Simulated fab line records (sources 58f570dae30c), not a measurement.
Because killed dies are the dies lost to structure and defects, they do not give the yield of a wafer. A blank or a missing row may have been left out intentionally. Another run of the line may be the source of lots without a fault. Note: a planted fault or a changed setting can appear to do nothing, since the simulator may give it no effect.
A struck lot beside a sound one -- flow berkeleyCmos170 -- 23 steps out of a route of 331
Sound: these wafers, L142.1, L142.2, L142.6. The struck wafers were L151.1, L151.2, L151.6. The cause comes at the end.
Each step with rows lists, per side, the tool, then ch with its chambers, then its first start. Under that, the readings that differ: sound wafers -- struck wafers -- difference of the means -- sigmas: that difference in standard deviations of wafers without a fault.
alike: readings with means less than 2 such deviations apart, plus words and numbers identical on both sides. not compared: withheld readings, readings lacking a value on some wafer, bounds such as >300 that could conceal the same value, and numbers that have no deviation in the record and whose values overlap.
A row with sigmas, a row that says differs or no value, or rows on one side alone: a step with any of these is where the two part. Non-overlapping numbers with no deviation appear without sigmas and do not part them. Lack of a reading on every wafer of one side parts them only where that side has two or more wafers.

first, 5 steps without rows for these wafers: UCB170_PSD_COAT_01 (resist thk 900 nm); UCB170_PSD_SOFTBAKE_02 (time 60 s); UCB170_PSD_EXPOSE_03 (exposes mask PSELECT MOD, target cd 1200 nm); UCB170_PSD_PEB_04; UCB170_PSD_DEVELOP_05 (develop time 45 s).
UCB170_PSD_CD_MEAS_06: target cd 1200 nm.
  sound on cdSem-02, day 7 00:47; struck on cdSem-02, day 8 10:23
  alike: cdNm
UCB170_PSD_OVL_MEAS_07:
  sound on overlay-01, day 7 00:54; struck on overlay-01, day 8 10:31
  alike: PSD_OVL
following that, these wafers have no rows for 1 step: UCB170_PSD_IMPLANT_08.
UCB170_PSD_STRIP_09: strips in O2.
  sound on plasmaAsher-03 ch 0,1, day 7 01:05; struck on plasmaAsher-03 ch 0,1, day 8 10:41
  alike: drypumpMotorCurrentA, oesProductAu, stripTimeToEndpointS
  not compared: rfHoursCounterH
UCB170_PSD_TW_MEAS_10:
  sound on filmMetro-02, day 7 01:11; struck on filmMetro-02, day 8 10:47
  alike: PSD_TW
then, 2 steps without rows for these wafers: UCB170_PSD_CLEAN_11 (cleans in SPM, time 600 s); UCB170_NSD_HMDS_00 (prime time 60 s).
UCB170_NSD_COAT_01: resist thk 900 nm.
  sound on lithoTrack-03 ch 0, day 7 01:51; struck on lithoTrack-03 ch 0, day 8 13:22
reading,sound,struck,difference,sigmas
model.KrF_of_NSD_COAT_01.thkNm (nm),900.4 896.8 900.9,889.4 884.7 885,-13.0,
  alike: chillPlateTempC, resistLineTempC
then, 3 steps without rows for these wafers: UCB170_NSD_SOFTBAKE_02 (time 60 s); UCB170_NSD_EXPOSE_03 (exposes mask NSELECT MOD, target cd 1200 nm); UCB170_NSD_PEB_04.
UCB170_NSD_DEVELOP_05: develop time 45 s.
  sound: lithoTrack-04 ch 0; struck: lithoTrack-01 ch 0
reading,sound,struck,difference,sigmas
model.KrF_of_NSD_COAT_01.thkNm (nm),886.2 882.6 886.7,875.2 870.5 870.8,-13.0,
  alike: chillPlateTempC, resistLineTempC
UCB170_NSD_CD_MEAS_06: target cd 1200 nm.
  sound on cdSem-01, day 7 02:47; struck on cdSem-01, day 8 15:07
  alike: cdNm
UCB170_NSD_OVL_MEAS_07:
  sound on overlay-02, day 7 02:54; struck on overlay-02, day 8 15:14
  alike: NSD_OVL
following that, these wafers have no rows for 1 step: UCB170_NSD_IMPLANT_08.
UCB170_NSD_STRIP_09: strips in O2.
  sound on plasmaAsher-01 ch 0,1, day 7 03:05; struck on plasmaAsher-02 ch 0,1, day 8 15:25
reading,sound,struck,difference,sigmas
stripTimeToEndpointS (s),35.78 35.73 35.81,35.48 35.34 35.44,-0.35,-6
  alike: drypumpMotorCurrentA, oesProductAu
  not compared: rfHoursCounterH
UCB170_NSD_TW_MEAS_10:
  sound on filmMetro-02, day 7 03:11; struck on filmMetro-01, day 8 15:31
  alike: NSD_TW
UCB170_M3_PROBE_99:
  sound wafers here have rows in the record (prober-01, day 8 09:55); struck ones have none

## WHERE THEY PART
Last at UCB170_M3_PROBE_99 as far as this record goes, first at UCB170_NSD_STRIP_09.

WHY: what the simulator had put in
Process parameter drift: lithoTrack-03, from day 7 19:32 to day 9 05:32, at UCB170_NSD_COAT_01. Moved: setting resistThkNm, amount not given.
